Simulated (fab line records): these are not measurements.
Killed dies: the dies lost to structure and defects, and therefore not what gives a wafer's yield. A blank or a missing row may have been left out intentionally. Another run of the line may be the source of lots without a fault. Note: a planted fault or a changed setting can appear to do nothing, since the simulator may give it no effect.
Which tool was responsible?	flow berkeley_cmos170	7 lots (21 wafers sampled), 1 step of a 331-step route

WHAT EACH GAUGE READ, for each wafer
UCB170_ACTIVE_THK_MEAS_03.
lot	measured	on	ACTIVE_OXIDE_THK (nm)
L771	day 4 01:32	film_metro-02	26.7 25.9 26.5
L774	day 4 06:43	film_metro-03	26.7 26.5 26.7
L777	day 4 23:06	film_metro-04	26.6 26.4 26.3
L781	day 5 15:13	film_metro-03	26.2 26.5 26.8
L786	day 6 20:59	film_metro-02	26.3 26.0 26.1
L791	day 7 23:40	film_metro-04	26.5 26.5 26.6
L792	day 7 23:41	film_metro-03	27.0 27.1 26.9

WHICH TOOL RAN EACH LOT (tool, then ch and the chambers of the sampled wafers, then the start)
No process step before these readings appears in the record.

THE ANSWER, worked out from the rows above alone
Rule: the lots themselves supply what counts as usual. The widest of any qualifying gaps counts: lots, ordered by their means at a reading, are off when they make up no more than a third of the lots, leave a main group of 4 or more, and stand apart from it by 3 or more times the standard deviation of that group's means. The tables above print the reading to a certain number of digits; a main group whose means all agree to those digits is not used. Also off: a lot with no number at a reading for which 4 or more lots have one. The other lots that the step has rows for count as sound.
None of the lots is off at any reading shown; this tells nothing.

WHAT HAD BEEN PUT IN BY THE SIMULATOR
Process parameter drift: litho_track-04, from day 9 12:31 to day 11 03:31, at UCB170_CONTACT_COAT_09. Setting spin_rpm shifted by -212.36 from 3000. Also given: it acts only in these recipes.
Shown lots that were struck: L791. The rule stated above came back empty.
